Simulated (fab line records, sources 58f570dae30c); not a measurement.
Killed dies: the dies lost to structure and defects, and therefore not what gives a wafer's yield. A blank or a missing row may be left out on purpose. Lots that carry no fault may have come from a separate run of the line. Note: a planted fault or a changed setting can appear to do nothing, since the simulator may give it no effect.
Check of tool commonality    flow berkeley cmos170    11 lots, 33 wafers sampled

## REASON FOR OPENING
At UCB170_M1_CD_MEAS_90 the reading cd nm is flagged on 2 of 11 lots. Fault-free wafers read 698.7 nm, with a standard deviation of 2.4.
Rule: a lot is flagged in two cases, either no wafer of it has a number, or all its wafers with numbers fall more than 4 standard deviations from that mean. All remaining lots are regarded as sound.

lot   measured      on         cd nm (nm), wafer by wafer  flag
L888  day 6 22:10   cd sem-02  699.9 700.3 698.5           
L889  day 7 02:29   cd sem-02  698.7 698.3 701.1           
L890  day 7 03:45   cd sem-02  698.7 697.6 699.2           
L891  day 7 13:41   cd sem-02  695.2 693.1 697.2           
L901  day 9 15:25   cd sem-01  714.8 712.3 711.6           FLAGGED
L903  day 9 22:49   cd sem-01  714.1 713.5 712.8           FLAGGED
L904  day 10 12:26  cd sem-02  701.0 702.4 699.6           
L906  day 10 23:34  cd sem-01  699.4 698.6 697.7           
L908  day 11 01:20  cd sem-01  696.9 697.2 696.2           
L910  day 12 02:52  cd sem-02  697.9 696.1 697.2           
L911  day 12 04:22  cd sem-01  701.9 700.4 704.9           
On average the flagged lots' numbers are 713.2 nm, which is +14.5 nm against the usual, or +6 standard deviations.

## WHICH TOOL EACH LOT WENT THROUGH
The record holds 2 process steps before the reading, out of a route of 331 steps. In each cell: the tool, then ch and the chambers that the sampled wafers went through, then the start.
lot   flag     UCB170_CONTACT_STRIP_19               UCB170_M1_METAL_ETCH_12
L888           plasma asher-01 ch 1, day 6 16:31     rie metal-04 ch 0,1, day 6 21:56
L889           plasma asher-02 ch 0,1, day 6 23:55   rie metal-04 ch 0,1, day 7 02:16
L890           plasma asher-04 ch 0,1, day 7 01:37   rie metal-01 ch 0,1, day 7 03:30
L891           plasma asher-04 ch 0,1, day 7 11:12   rie metal-01 ch 0,1, day 7 13:26
L901  FLAGGED  plasma asher-04 ch 0,1, day 9 12:59   rie metal-01 ch 0,1, day 9 15:11
L903  FLAGGED  plasma asher-02 ch 0,1, day 9 20:34   rie metal-01 ch 0,1, day 9 22:35
L904           plasma asher-02 ch 0,1, day 10 09:55  rie metal-02 ch 0,1, day 10 12:13
L906           plasma asher-04 ch 0,1, day 10 21:39  rie metal-02 ch 0,1, day 10 23:20
L908           plasma asher-04 ch 0,1, day 10 23:18  rie metal-04 ch 0,1, day 11 01:06
L910           plasma asher-04 ch 0,1, day 12 00:50  rie metal-04 ch 0,1, day 12 02:38
L911           plasma asher-04 ch 0,1, day 12 02:16  rie metal-02 ch 0,1, day 12 04:08
What these steps do:
- UCB170_CONTACT_STRIP_19: strips in O2.
- UCB170_M1_METAL_ETCH_12: etches Al in Cl2/BCl3, stops on PSG, target depth 780 nm, time 130 s.
- UCB170_M1_CD_MEAS_90: target cd 700 nm.

## FLAGGED OVER TOTAL, TOOL BY TOOL (the gauges that took the reading come last)
step                     tool             lots run  flagged  share of the flagged lots  sound lots run after its first flagged lot
UCB170_CONTACT_STRIP_19  plasma asher-01  1         0        none                       -
UCB170_CONTACT_STRIP_19  plasma asher-02  3         1        some                       1 (L904)
UCB170_CONTACT_STRIP_19  plasma asher-04  7         1        some                       4 (L906,L908,L910,L911)
UCB170_M1_METAL_ETCH_12  rie metal-01     4         2        all                        0
UCB170_M1_METAL_ETCH_12  rie metal-02     3         0        none                       -
UCB170_M1_METAL_ETCH_12  rie metal-04     4         0        none                       -
UCB170_M1_CD_MEAS_90     cd sem-01        5         2        all                        3 (L906,L908,L911)
UCB170_M1_CD_MEAS_90     cd sem-02        6         0        none                       -

## WHAT IS ALLOWED BY THE TABLE
2 rows of the table ran every flagged lot: rie metal-01 at UCB170_M1_METAL_ETCH_12, cd sem-01 at UCB170_M1_CD_MEAS_90.
- rie metal-01 at UCB170_M1_METAL_ETCH_12: 2 of its 4 lots flagged. Its last sound lot is L891 (day 7 13:26), its first flagged lot L901 (day 9 15:11): a fault that began between those two fits. Its own readings (oes product au) fall more than 4 standard deviations out on all wafers of the flagged lots.
- cd sem-01 at UCB170_M1_CD_MEAS_90: 2 of its 5 lots flagged. After the first flagged lot (L906, L908, L911), sound lots still ran on it; a lasting fault on the whole tool would not permit that.
rie metal-01 at UCB170_M1_METAL_ETCH_12 is the single tool remaining.

## WHAT WAS PUT IN BY THE SIMULATOR
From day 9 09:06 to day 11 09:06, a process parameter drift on rie metal-01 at UCB170_M1_METAL_ETCH_12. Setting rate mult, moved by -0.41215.
Struck lots among those shown: L901, L903. The rule above reached the same finding.
